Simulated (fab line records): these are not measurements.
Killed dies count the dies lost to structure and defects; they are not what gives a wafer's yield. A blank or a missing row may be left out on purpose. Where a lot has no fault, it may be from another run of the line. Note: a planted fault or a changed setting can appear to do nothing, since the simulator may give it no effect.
Which tool did it? :: flow rit cmos :: 42 wafers from 14 lots sampled at 2 of the route's 202 steps

WHAT THE GAUGES READ, wafer by wafer
The record lacks any reading of a measuring or inspecting step that a usual standard deviation could be used to judge.

WHAT TOOL EACH LOT RAN ON (gives the tool, then ch and the chambers of the sampled wafers, and finally the start)
lot: L174
RIT_PLDD_SOFTBAKE_02: litho track-01 ch 0, day 3 00:53
RIT_M1_PROBE_99: -

lot: L175
RIT_PLDD_SOFTBAKE_02: litho track-01 ch 0, day 3 06:06
RIT_M1_PROBE_99: -

lot: L176
RIT_PLDD_SOFTBAKE_02: litho track-01 ch 0, day 3 08:07
RIT_M1_PROBE_99: -

lot: L177
RIT_PLDD_SOFTBAKE_02: litho track-02 ch 0, day 3 15:44
RIT_M1_PROBE_99: -

lot: L179
RIT_PLDD_SOFTBAKE_02: litho track-01 ch 0, day 3 23:47
RIT_M1_PROBE_99: -

lot: L182
RIT_PLDD_SOFTBAKE_02: litho track-01 ch 0, day 4 12:52
RIT_M1_PROBE_99: -

lot: L186
RIT_PLDD_SOFTBAKE_02: litho track-04 ch 0, day 5 08:14
RIT_M1_PROBE_99: -

lot: L187
RIT_PLDD_SOFTBAKE_02: litho track-02 ch 0, day 5 16:44
RIT_M1_PROBE_99: prober-01, day 6 07:32

lot: L190
RIT_PLDD_SOFTBAKE_02: litho track-02 ch 0, day 6 10:05
RIT_M1_PROBE_99: -

lot: L191
RIT_PLDD_SOFTBAKE_02: litho track-04 ch 0, day 6 12:53
RIT_M1_PROBE_99: -

lot: L192
RIT_PLDD_SOFTBAKE_02: litho track-04 ch 0, day 6 20:13
RIT_M1_PROBE_99: prober-02, day 7 10:47

lot: L194
RIT_PLDD_SOFTBAKE_02: litho track-04 ch 0, day 7 18:26
RIT_M1_PROBE_99: -

lot: L195
RIT_PLDD_SOFTBAKE_02: litho track-02 ch 0, day 7 18:32
RIT_M1_PROBE_99: -

lot: L197
RIT_PLDD_SOFTBAKE_02: litho track-02 ch 0, day 8 05:01
RIT_M1_PROBE_99: -
- RIT_PLDD_SOFTBAKE_02: time 60 s.
- RIT_M1_PROBE_99

AS READ BY THE TOOLS THEMSELVES (means over the sampled wafers that have a number; for cases with no such wafer, the mark the record gives instead)
RIT_PLDD_SOFTBAKE_02.
lot: L174
tool: litho track-01
run length s (s): 89.36

lot: L175
tool: litho track-01
run length s (s): 89.20

lot: L176
tool: litho track-01
run length s (s): 89.10

lot: L177
tool: litho track-02
run length s (s): 89.17

lot: L179
tool: litho track-01
run length s (s): 94.50

lot: L182
tool: litho track-01
run length s (s): 94.64

lot: L186
tool: litho track-04
run length s (s): 89.32

lot: L187
tool: litho track-02
run length s (s): 89.21

lot: L190
tool: litho track-02
run length s (s): 89.24

lot: L191
tool: litho track-04
run length s (s): 89.38

lot: L192
tool: litho track-04
run length s (s): 89.29

lot: L194
tool: litho track-04
run length s (s): 89.33

lot: L195
tool: litho track-02
run length s (s): 89.18

lot: L197
tool: litho track-02
run length s (s): 89.19

RIT_M1_PROBE_99.
lot: L187
tool: prober-01
killed_at_M0_to_M3: 0.0
killed at contacts: 0.0
killed at front end: 7
killed dies: 7
killed open: 3.0
killed short: 4.3

lot: L192
tool: prober-02
killed_at_M0_to_M3: 0.0
killed at contacts: 0.0
killed at front end: 6
killed dies: 6
killed open: 3.0
killed short: 3.0

THE ANSWER, worked out from the rows above alone
Rule: what is usual is taken from the lots themselves. Put in order of their means at a reading, lots are off if they are a third of the lots or fewer, leave a main group of 4 or more, and stand apart from it by a gap of 3 or more times the standard deviation of the main group's means; of several such gaps the widest counts. If all means in a main group match to the digits the tables above print for the reading, that group is not used. Also off: a lot with no number at a reading for which 4 or more lots have one. Any other lot the step has rows for is counted as sound. The gauges are gone through in route order, then the tools' own readings, and for those a lot's mean is taken as printed above. At the first step where some lot is off, the reading lying furthest off is the one used; lots without a number count as furthest.
Off: L179, L182 (RIT_PLDD_SOFTBAKE_02, run length s). Mean 89.25 s and standard deviation 0.083 in the main group.
A tool fits if, at that step or a process step before it, it ran every lot that is off, and no sound lot after the first of them. One fits: RIT_PLDD_SOFTBAKE_02 on litho track-01. Its last sound lot is L176 (day 3 08:07), its first lot that is off L179 (day 3 23:47): a fault that began between those two fits.
On the lots that are off, the tool's own readings at RIT_PLDD_SOFTBAKE_02 differ by more than 5 times the standard deviation of the sound lots' means, which bears it out; run length s reads 94.57 s there versus 89.25 s on the sound lots.

WHAT THE SIMULATOR HAD INSERTED
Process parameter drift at RIT_PLDD_SOFTBAKE_02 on litho track-01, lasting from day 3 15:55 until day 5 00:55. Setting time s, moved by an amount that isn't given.
Lots struck among those shown: L179, L182. The rule above found the same.
